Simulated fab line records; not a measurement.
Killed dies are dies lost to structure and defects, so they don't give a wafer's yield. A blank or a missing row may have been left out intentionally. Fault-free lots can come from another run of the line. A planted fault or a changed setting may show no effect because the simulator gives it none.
Code-filled problem report in 8D (eight disciplines) form ; flow berkeley cmos170 ; the parts of the form that need people (team, actions taken, sign-off) are left out

== 1. THE PROBLEM ==
Wafers without a fault read 21.61 s, standard deviation 0.05; strip time to endpoint s at UCB170_PVT_STRIP_08 reads a mean of 19.86 s on 9 wafers belonging to 3 lots. Relative to the usual mean, that is a shift of -35 standard deviations.
The step: strips in O2.
Earliest sighting: wafer L706.4 on plasma asher-03 at day 9 17:01. The record has a number at this step for 45 wafers belonging to 15 lots. By rule, "out" or "out of limits" means more than 4 standard deviations away from the usual mean. All remaining wafers that have a number are taken as sound.

== 2. WHAT THIS IS AND IS NOT ==
question;is;is not
which readings at this step;strip time to endpoint s;drypump motor current A
which lots;L706, L710, L711;L693, L694, L695, L696, L697, L699, L702, L705, L707, L712, L713, L714
which wafers of those lots;all that have a number;-
read on which tools;plasma asher-01, plasma asher-03;plasma asher-02
when;from day 9 17:01;"up to then (24 sound wafers); but 12 sound wafers of L707, L712, L713, L714 came after"

== 3. SUSPECTS, AND WHAT RULES EACH OUT ==
Counting: a tool at a process step up to the reading stays a suspect if it ran every lot that is out and no sound lot after the first of them.
- litho track-04 at UCB170_PVT_COAT_01 (resist thk 900 nm): kept. It ran every lot that is out, first L706 (day 9 16:04), and no sound lot after that; its last sound lot up to then is L705 (day 9 15:32).
The count leaves litho track-04 at UCB170_PVT_COAT_01.

== 4. THE CAUSE (what the simulator had put in) ==
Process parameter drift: litho track-04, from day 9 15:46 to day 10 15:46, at UCB170_PVT_COAT_01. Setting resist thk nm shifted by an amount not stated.
Counting left only this tool.

== 5. SEQUENCE OF EFFECTS, ordered by route ==
Rows list readings where the struck wafers' mean (over those with a number) sits beyond 3 standard deviations from the usual. Only readings whose record carries a usual standard deviation are examined. hours: median over the lots of the time between each lot's start at the first step of this table that gives one and its start at this step. sigmas: the change, counted in usual standard deviations.
hours;step;reading;usual;on struck wafers;change;sigmas
0;UCB170_PVT_STRIP_08;strip time to endpoint s;21.61 s;19.86;-1.75;-35
It contains these process steps:
- UCB170_PVT_STRIP_08: strips in O2.

== 6. WHAT WOULD HAVE CAUGHT IT SOONER ==
In this record the first reading out of limits was taken at day 9 17:01, 1 hour after the fault began at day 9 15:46.
Among the 3 lots that are out, L710, L711 began UCB170_PVT_COAT_01 on litho track-04 after day 9 17:01. A hold on the tool at that time would have spared those 2.
